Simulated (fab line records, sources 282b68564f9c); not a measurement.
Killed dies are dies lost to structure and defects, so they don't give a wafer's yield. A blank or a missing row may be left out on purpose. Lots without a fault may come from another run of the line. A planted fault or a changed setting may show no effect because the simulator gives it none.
Which tool did it? | flow rit_cmos | 14 lots, 42 wafers sampled, at 2 steps of a route of 202

WHAT THE GAUGES READ, wafer by wafer
RIT_ACTIVE_THK_MEAS_02.
lot  | measured    | on            | ACTIVE_OXIDE_THK (nm)
L278 | day 1 12:11 | film_metro-03 | 45.7 45.0 45.9
L279 | day 1 17:04 | film_metro-04 | 48.5 48.1 48.5
L283 | day 2 13:56 | film_metro-03 | 48.2 47.6 46.9
L284 | day 2 18:04 | film_metro-02 | 46.8 46.5 46.0
L285 | day 2 23:03 | film_metro-03 | 45.0 44.6 44.2
L286 | day 3 06:05 | film_metro-02 | 45.4 44.8 45.1
L287 | day 3 09:19 | film_metro-02 | 46.2 46.5 46.2
L288 | day 3 14:26 | film_metro-03 | 45.7 44.9 44.9
L290 | day 4 00:41 | film_metro-04 | 47.2 46.7 46.2
L292 | day 4 13:24 | film_metro-03 | 47.4 47.4 46.7
L293 | day 4 15:19 | film_metro-04 | 46.9 47.1 47.4
L296 | day 5 06:04 | film_metro-03 | 45.9 45.3 46.0
L297 | day 5 13:46 | film_metro-02 | 52.4 51.2 51.7
L298 | day 5 16:58 | film_metro-04 | 50.4 50.0 50.6

WHICH TOOL RAN EACH LOT (tool, then ch and the chambers of the sampled wafers, then the start)
lot  | RIT_ACTIVE_OXIDATION_01
L278 | furnace-01 ch 0, day 1 10:15
L279 | furnace-03 ch 0, day 1 15:07
L283 | furnace-03 ch 0, day 2 12:01
L284 | furnace-04 ch 0, day 2 16:07
L285 | furnace-04 ch 0, day 2 21:07
L286 | furnace-04 ch 0, day 3 04:08
L287 | furnace-04 ch 0, day 3 07:23
L288 | furnace-04 ch 0, day 3 12:29
L290 | furnace-01 ch 0, day 3 22:44
L292 | furnace-03 ch 0, day 4 11:27
L293 | furnace-03 ch 0, day 4 13:23
L296 | furnace-04 ch 0, day 5 04:07
L297 | furnace-01 ch 0, day 5 11:47
L298 | furnace-01 ch 0, day 5 15:02
- RIT_ACTIVE_OXIDATION_01: target thk 46.8 nm, ox time 3360 s.

WHAT THE TOOLS THEMSELVES READ (means of the sampled wafers that have a number; where no wafer has one, the mark that the record gives instead)
RIT_ACTIVE_OXIDATION_01.
lot  | tool       | ox_temp_c (C) | zone_power_centre_pct (%) | zone_power_load_pct (%)
L278 | furnace-01 | 999.7         | 45.2                      | 34.3
L279 | furnace-03 | 1000.3        | 45.2                      | 35.5
L283 | furnace-03 | 999.2         | 45.3                      | 36.2
L284 | furnace-04 | 999.9         | 46.2                      | 35.3
L285 | furnace-04 | 999.7         | 45.9                      | 35.5
L286 | furnace-04 | 999.7         | 46.3                      | 35.7
L287 | furnace-04 | 1000.1        | 45.9                      | 35.7
L288 | furnace-04 | 999.8         | 45.6                      | 35.5
L290 | furnace-01 | 999.2         | 45.4                      | 34.3
L292 | furnace-03 | 1000.1        | 45.5                      | 35.6
L293 | furnace-03 | 1000.4        | 45.1                      | 35.8
L296 | furnace-04 | 999.8         | 46.5                      | 35.2
L297 | furnace-01 | 999.8         | 45.5                      | 34.5
L298 | furnace-01 | 999.5         | 45.2                      | 34.4

THE ANSWER, worked out from the rows above alone
Rule: what is usual is taken from the lots themselves. Put in order of their means at a reading, lots are off if they are a third of the lots or fewer, leave a main group of 4 or more, and stand apart from it by a gap of 3 or more times the standard deviation of the main group's means; of several such gaps the widest counts. A main group whose means are all the same, to the digits that the tables above print for the reading, isn't used. A lot without any number at a reading at which 4 lots or more have one is off too. The other lots that the step has rows for count as sound. The gauges are gone through in route order, then the tools' own readings, and for those a lot's mean is taken as printed above. The first step at which some lot is off is used, and at that step the reading that is off furthest; a lot without a number counts as furthest.
No lot is off at any reading shown: from this, nothing can be told.

WHAT THE SIMULATOR HAD PUT IN
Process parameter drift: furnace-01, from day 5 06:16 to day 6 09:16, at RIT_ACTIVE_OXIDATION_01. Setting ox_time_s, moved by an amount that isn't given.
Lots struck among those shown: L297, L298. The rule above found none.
